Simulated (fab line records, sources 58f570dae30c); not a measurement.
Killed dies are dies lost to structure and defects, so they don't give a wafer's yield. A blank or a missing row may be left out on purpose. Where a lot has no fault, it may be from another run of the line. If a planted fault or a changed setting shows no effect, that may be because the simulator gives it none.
Code-filled problem report in 8D (eight disciplines) form | flow berkeley-cmos170 | the parts of the form that need people (team, actions taken, sign-off) are left out

## 1. WHAT IS WRONG
Mean PVT_TW at UCB170_PVT_TW_MEAS_09: 468 over 6 wafers in 2 lots; fault-free wafers: 507, standard deviation 3.8. Relative to the usual mean, that is a shift of -10 standard deviations.
Earliest sighting: wafer L383.1 on film-metro-02 at day 9 10:25. At this step, 42 wafers from 14 lots have a number in the record. By rule, "out" or "out of limits" means more than 4 standard deviations away from the usual mean. All remaining wafers that have a number are taken as sound.

## 2. WHAT THIS IS AND IS NOT
question                    | is                           | is not
which readings at this step | PVT_TW                       | -
which lots                  | L383, L387                   | L369, L373, L375, L376, L377, L378, L380, L382, L384, L389, L391, L392
which wafers of those lots  | all that have a number       | -
read on which gauges        | film-metro-02, film-metro-04 | film-metro-01
when                        | from day 9 10:25             | up to then (21 sound wafers); but 15 sound wafers of L382, L384, L389, L391, L392 came after

## 3. WHAT RULES OUT EACH SUSPECT
Counting: a tool at any process step up to the reading remains a suspect when it ran all the lots that are out and ran no sound lot after the first of those.
- the gauge at UCB170_PVT_TW_MEAS_09 has been ruled out. Those wafers that are out were read across 2 gauges (film-metro-02, film-metro-04).
- implanter-04 at UCB170_PVT_IMPLANT_07: kept. It ran every lot that is out, first L383 (day 9 10:10), and no sound lot after that; its last sound lot up to then is L380 (day 8 23:39). Its own readings are out on those wafers: dose-ions-cm2, faraday-current-uA.
After counting, what remains is implanter-04 at UCB170_PVT_IMPLANT_07.

## 4. THE CAUSE (what the simulator had put in)
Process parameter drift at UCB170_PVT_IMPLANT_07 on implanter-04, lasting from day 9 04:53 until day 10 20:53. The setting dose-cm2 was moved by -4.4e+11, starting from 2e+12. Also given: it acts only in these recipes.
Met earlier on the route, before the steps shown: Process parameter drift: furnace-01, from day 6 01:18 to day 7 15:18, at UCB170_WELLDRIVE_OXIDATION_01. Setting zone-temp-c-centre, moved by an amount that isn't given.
The count eliminated every tool but this one.

## 5. THE EFFECT CHAIN, in route order
Each row: a reading whose mean over the struck wafers that have a number lies more than 3 standard deviations from the usual. Only readings for which the record gives a usual standard deviation are gone through. hours: the time from each lot's start at the first step in this table that gives one to its start at this step, as a median over the lots. sigmas: the change in usual standard deviations.
hours | step                  | reading            | usual      | on struck wafers | change      | sigmas
0     | UCB170_PVT_IMPLANT_07 | dose-ions-cm2      | 2.0002e+12 | 1.5620e+12       | -4.3820e+11 | -99 or more
0     | UCB170_PVT_IMPLANT_07 | faraday-current-uA | 6.35       | 5.02             | -1.33       | -11
0     | UCB170_PVT_TW_MEAS_09 | PVT_TW             | 507        | 468              | -39         | -10
Its process steps:
- UCB170_PVT_IMPLANT_07
Later measuring or inspecting steps at which every struck wafer that the step has a row for has a number for every such reading, and none has moved that far: UCB170_M2_RS_MEAS_02, UCB170_V2_OVL_MEAS_13.

## 6. HOW IT WOULD HAVE BEEN CAUGHT EARLIER
In this record the first reading out of limits at a measuring or inspecting step was taken at day 9 10:25, 6 hours after the fault began at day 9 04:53.
The tool's own readings at UCB170_PVT_IMPLANT_07 were out on every struck wafer that the step has a row for (dose-ions-cm2, faraday-current-uA): an alarm limit on them would have fired on the first of those.
L387, from the lots that are out (2), started UCB170_PVT_IMPLANT_07 on implanter-04 later than day 9 10:25. It would have been spared by a hold on the tool at that moment.
